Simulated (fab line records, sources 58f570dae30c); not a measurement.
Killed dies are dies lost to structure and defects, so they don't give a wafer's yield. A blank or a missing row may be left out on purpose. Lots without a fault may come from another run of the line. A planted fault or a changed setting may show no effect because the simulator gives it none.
Which tool did it? | flow berkeley_cmos170 | 7 lots, 21 wafers sampled, at 2 steps of a route of 331

WHAT THE GAUGES READ, wafer by wafer
UCB170_CONTACT_THK_MEAS_02.
lot  | measured     | on            | CONTACT_PSG_THK (nm)
L461 | day 7 07:14  | film_metro-01 | 699 700 698
L463 | day 7 07:55  | film_metro-01 | 695 693 691
L465 | day 7 16:33  | film_metro-01 | 692 689 691
L468 | day 8 09:44  | film_metro-02 | 703 698 704
L474 | day 10 03:31 | film_metro-02 | 607 609 611
L477 | day 10 16:40 | film_metro-02 | 713 709 711
L481 | day 11 12:15 | film_metro-02 | 700 697 693

WHICH TOOL RAN EACH LOT (tool, then ch and the chambers of the sampled wafers, then the start)
lot  | UCB170_CONTACT_CVD_01
L461 | lpcvd-01 ch 1, day 7 05:26
L463 | lpcvd-02 ch 1, day 7 06:08
L465 | lpcvd-01 ch 0, day 7 14:46
L468 | lpcvd-01 ch 1, day 8 07:56
L474 | lpcvd-01 ch 0, day 10 01:44
L477 | lpcvd-02 ch 1, day 10 14:53
L481 | lpcvd-02 ch 1, day 11 10:28
- UCB170_CONTACT_CVD_01: deposits PSG from SiH4/O2/PH3, target thk 700 nm, time 2820 s.

THE ANSWER, worked out from the rows above alone
Rule: what is usual is taken from the lots themselves. Put in order of their means at a reading, lots are off if they are a third of the lots or fewer, leave a main group of 4 or more, and stand apart from it by a gap of 3 or more times the standard deviation of the main group's means; of several such gaps the widest counts. A main group whose means are all the same, to the digits that the tables above print for the reading, isn't used. A lot without any number at a reading at which 4 lots or more have one is off too. The other lots that the step has rows for count as sound.
Off: L474, at UCB170_CONTACT_THK_MEAS_02 (CONTACT_PSG_THK). The main group: mean 699 nm, standard deviation 6.6.
A tool fits if, at a process step before that reading, it ran every lot that is off, and no sound lot after the first of them. The gauges at UCB170_CONTACT_THK_MEAS_02 are tried like those tools. One fits: lpcvd-01 at UCB170_CONTACT_CVD_01. Its last sound lot is L468 (day 8 07:56), its first lot that is off L474 (day 10 01:44): a fault that began between those two fits.

WHAT THE SIMULATOR HAD PUT IN
Process parameter drift: lpcvd-01, from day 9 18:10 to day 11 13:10, at UCB170_CONTACT_CVD_01. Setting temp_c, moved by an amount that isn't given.
Lots struck among those shown: L474. The rule above found the same.
